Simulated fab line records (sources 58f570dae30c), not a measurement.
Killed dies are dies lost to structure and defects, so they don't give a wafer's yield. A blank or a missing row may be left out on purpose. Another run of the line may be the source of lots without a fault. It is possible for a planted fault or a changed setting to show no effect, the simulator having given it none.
Which tool is to blame? :: flow berkeley_cmos170 :: 14 lots with 42 wafers sampled at 4 steps, on a route of 331 steps

## WHAT EACH GAUGE READ, for each wafer
UCB170_NWELL_THK_MEAS_02. Usual: for NWELL_OXIDE_THK the level is 26.5 nm and the standard deviation is 0.47.
lot: L394
measured: day 2 09:03
on: film_metro-02
NWELL_OXIDE_THK (nm): 26.3 25.6 26.2
flag: 

lot: L395
measured: day 2 09:04
on: film_metro-04
NWELL_OXIDE_THK (nm): 26.0 26.3 26.5
flag: 

lot: L396
measured: day 2 18:52
on: film_metro-03
NWELL_OXIDE_THK (nm): 27.1 27.5 26.9
flag: 

lot: L397
measured: day 3 01:40
on: film_metro-03
NWELL_OXIDE_THK (nm): 27.4 27.3 27.2
flag: 

lot: L398
measured: day 3 01:41
on: film_metro-02
NWELL_OXIDE_THK (nm): 26.8 26.3 26.9
flag: 

lot: L400
measured: day 3 07:46
on: film_metro-02
NWELL_OXIDE_THK (nm): 27.2 27.2 26.8
flag: 

lot: L402
measured: day 3 22:38
on: film_metro-03
NWELL_OXIDE_THK (nm): 26.8 26.7 27.1
flag: 

lot: L401
measured: day 3 22:40
on: film_metro-02
NWELL_OXIDE_THK (nm): 26.3 25.7 25.9
flag: 

lot: L403
measured: day 4 04:17
on: film_metro-03
NWELL_OXIDE_THK (nm): 26.0 26.0 26.0
flag: 

lot: L405
measured: day 4 12:49
on: film_metro-03
NWELL_OXIDE_THK (nm): 26.0 26.3 26.3
flag: 

lot: L407
measured: day 5 03:16
on: film_metro-02
NWELL_OXIDE_THK (nm): 27.0 26.9 26.9
flag: 

lot: L413
measured: day 6 05:50
on: film_metro-02
NWELL_OXIDE_THK (nm): 26.0 26.9 26.7
flag: 

lot: L414
measured: day 6 13:03
on: film_metro-02
NWELL_OXIDE_THK (nm): 25.8 26.0 26.5
flag: 

lot: L416
measured: day 6 22:37
on: film_metro-03
NWELL_OXIDE_THK (nm): 26.9 26.8 26.9
flag: 

UCB170_PWELL_OVL_MEAS_13. Usual: for PWELL_OVL the level is 0 nm and the standard deviation is 5.6.
lot: L394
measured: day 3 12:54
on: overlay-01
PWELL_OVL (nm): 5 6 -1
flag: 

lot: L395
measured: day 3 12:32
on: overlay-01
PWELL_OVL (nm): 4 -1 2
flag: 

lot: L396
measured: day 3 23:16
on: overlay-01
PWELL_OVL (nm): -10 -5 -8
flag: 

lot: L397
measured: day 4 08:13
on: overlay-01
PWELL_OVL (nm): -13 -6 -10
flag: 

lot: L398
measured: day 4 08:29
on: overlay-01
PWELL_OVL (nm): -5 -1 -4
flag: 

lot: L400
measured: day 4 13:22
on: overlay-01
PWELL_OVL (nm): -17 -13 -9
flag: 

lot: L402
measured: day 4 23:14
on: overlay-01
PWELL_OVL (nm): 6 4 1
flag: 

lot: L401
measured: day 4 23:29
on: overlay-01
PWELL_OVL (nm): 1 9 10
flag: 

lot: L403
measured: day 5 12:41
on: overlay-02
PWELL_OVL (nm): 1 5 -2
flag: 

lot: L405
measured: day 5 16:18
on: overlay-02
PWELL_OVL (nm): 4 0 8
flag: 

lot: L407
measured: day 6 11:17
on: overlay-01
PWELL_OVL (nm): 2 -3 -3
flag: 

lot: L413
measured: day 7 12:13
on: overlay-02
PWELL_OVL (nm): 1 1 4
flag: 

lot: L414
measured: day 7 20:18
on: overlay-01
PWELL_OVL (nm): -3 6 -3
flag: 

lot: L416
measured: day 8 07:41
on: overlay-02
PWELL_OVL (nm): 9 5 6
flag: 

UCB170_NLDD_OVL_MEAS_07. Usual: for NLDD_OVL the level is 2 nm and the standard deviation is 4.4.
lot: L394
measured: day 7 12:48
on: overlay-02
NLDD_OVL (nm): 6 2 0
flag: 

lot: L395
measured: day 7 13:03
on: overlay-01
NLDD_OVL (nm): 7 2 3
flag: 

lot: L396
measured: day 8 01:19
on: overlay-01
NLDD_OVL (nm): 1 3 -2
flag: 

lot: L397
measured: day 8 14:54
on: overlay-02
NLDD_OVL (nm): 7 5 8
flag: 

lot: L398
measured: day 8 15:32
on: overlay-01
NLDD_OVL (nm): -1 0 -1
flag: 

lot: L400
measured: day 8 15:35
on: overlay-02
NLDD_OVL (nm): 4 3 2
flag: 

lot: L402
measured: day 9 02:25
on: overlay-01
NLDD_OVL (nm): 0 5 -1
flag: 

lot: L401
measured: day 9 02:43
on: overlay-02
NLDD_OVL (nm): 3 4 6
flag: 

lot: L403
measured: day 9 14:10
on: overlay-02
NLDD_OVL (nm): 1 0 10
flag: 

lot: L405
measured: day 9 14:41
on: overlay-01
NLDD_OVL (nm): 1 4 9
flag: 

lot: L407
measured: day 10 09:58
on: overlay-02
NLDD_OVL (nm): -1 5 -4
flag: 

lot: L414
measured: day 11 09:58
on: overlay-01
NLDD_OVL (nm): 9 5 9
flag: 

lot: L416
measured: day 11 23:01
on: overlay-02
NLDD_OVL (nm): 8 9 5
flag: 

## TOOL THAT RAN EACH LOT (tool first, then ch and the chambers of the sampled wafers, then the start)
lot: L394
UCB170_PWELL_PEB_11: litho_track-01 ch 0, day 3 12:38

lot: L395
UCB170_PWELL_PEB_11: litho_track-04 ch 0, day 3 12:17

lot: L396
UCB170_PWELL_PEB_11: litho_track-03 ch 0, day 3 22:59

lot: L397
UCB170_PWELL_PEB_11: litho_track-04 ch 0, day 4 07:57

lot: L398
UCB170_PWELL_PEB_11: litho_track-01 ch 0, day 4 08:13

lot: L400
UCB170_PWELL_PEB_11: litho_track-03 ch 0, day 4 13:05

lot: L402
UCB170_PWELL_PEB_11: litho_track-03 ch 0, day 4 22:57

lot: L401
UCB170_PWELL_PEB_11: litho_track-01 ch 0, day 4 23:14

lot: L403
UCB170_PWELL_PEB_11: litho_track-04 ch 0, day 5 12:28

lot: L405
UCB170_PWELL_PEB_11: litho_track-01 ch 0, day 5 16:02

lot: L407
UCB170_PWELL_PEB_11: litho_track-03 ch 0, day 6 11:01

lot: L413
UCB170_PWELL_PEB_11: litho_track-03 ch 0, day 7 11:57

lot: L414
UCB170_PWELL_PEB_11: litho_track-03 ch 0, day 7 20:05

lot: L416
UCB170_PWELL_PEB_11: litho_track-01 ch 0, day 8 07:27
- UCB170_PWELL_PEB_11

## WHAT THE TOOLS THEMSELVES READ (means of the sampled wafers that have a number; where no wafer has one, the mark that the record gives instead)
UCB170_PWELL_PEB_11. Usual: heater_power_total_W 56.80 W, standard deviation 0.047; plate_temp_C 129.99 C, standard deviation 0.14.
lot: L394
tool: litho_track-01
heater_power_total_W (W): 56.82
plate_temp_C (C): 130.04
flag: 

lot: L395
tool: litho_track-04
heater_power_total_W (W): 56.74
plate_temp_C (C): 130.22
flag: 

lot: L396
tool: litho_track-03
heater_power_total_W (W): 56.80
plate_temp_C (C): 130.14
flag: 

lot: L397
tool: litho_track-04
heater_power_total_W (W): 56.78
plate_temp_C (C): 129.97
flag: 

lot: L398
tool: litho_track-01
heater_power_total_W (W): 56.78
plate_temp_C (C): 129.85
flag: 

lot: L400
tool: litho_track-03
heater_power_total_W (W): 56.83
plate_temp_C (C): 130.04
flag: 

lot: L402
tool: litho_track-03
heater_power_total_W (W): 56.79
plate_temp_C (C): 130.02
flag: 

lot: L401
tool: litho_track-01
heater_power_total_W (W): 56.84
plate_temp_C (C): 130.00
flag: 

lot: L403
tool: litho_track-04
heater_power_total_W (W): 56.81
plate_temp_C (C): 130.03
flag: 

lot: L405
tool: litho_track-01
heater_power_total_W (W): 56.83
plate_temp_C (C): 129.90
flag: 

lot: L407
tool: litho_track-03
heater_power_total_W (W): 56.79
plate_temp_C (C): 129.78
flag: 

lot: L413
tool: litho_track-03
heater_power_total_W (W): 59.74
plate_temp_C (C): -
flag: OFF

lot: L414
tool: litho_track-03
heater_power_total_W (W): 59.71
plate_temp_C (C): -
flag: OFF

lot: L416
tool: litho_track-01
heater_power_total_W (W): 56.82
plate_temp_C (C): 129.89
flag: 

## THE ANSWER, worked out from the rows above alone
Rule: lot off if the mean of its wafers having a number is beyond 3 standard deviations from the usual mean. A lot without any number at a reading at which 4 lots or more have one is off too. All remaining lots with rows at the step are treated as sound. First the gauges in route order, then the tools' own readings, where a lot's mean is used as printed above. At the first step where some lot is off, the reading lying furthest off is the one used; lots without a number count as furthest.
Off, at UCB170_PWELL_PEB_11 on plate_temp_C: L413, L414. Without a number there: L413, L414.
If a tool, at that step or one of the process steps before it, ran each lot that is off and ran no sound lot following the first of them, it fits. One candidate fits, namely litho_track-03 at UCB170_PWELL_PEB_11. Its last sound lot is L407 (day 6 11:01), its first lot that is off L413 (day 7 11:57): a fault that began between those two fits.
On the lots that are off, the tool's own readings at UCB170_PWELL_PEB_11 differ by more than 5 times the standard deviation of the sound lots' means, which bears it out; heater_power_total_W reads 59.73 W there versus 56.80 W on the sound lots.
Blank at UCB170_PWELL_PEB_11 on the lots that are off, where sound lots have numbers: plate_temp_C.

## WHAT HAD BEEN PUT IN BY THE SIMULATOR
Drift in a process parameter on litho_track-03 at UCB170_PWELL_PEB_11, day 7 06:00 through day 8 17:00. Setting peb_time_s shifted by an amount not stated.
Lots struck among those shown: L413, L414. The rule above reached the same finding.
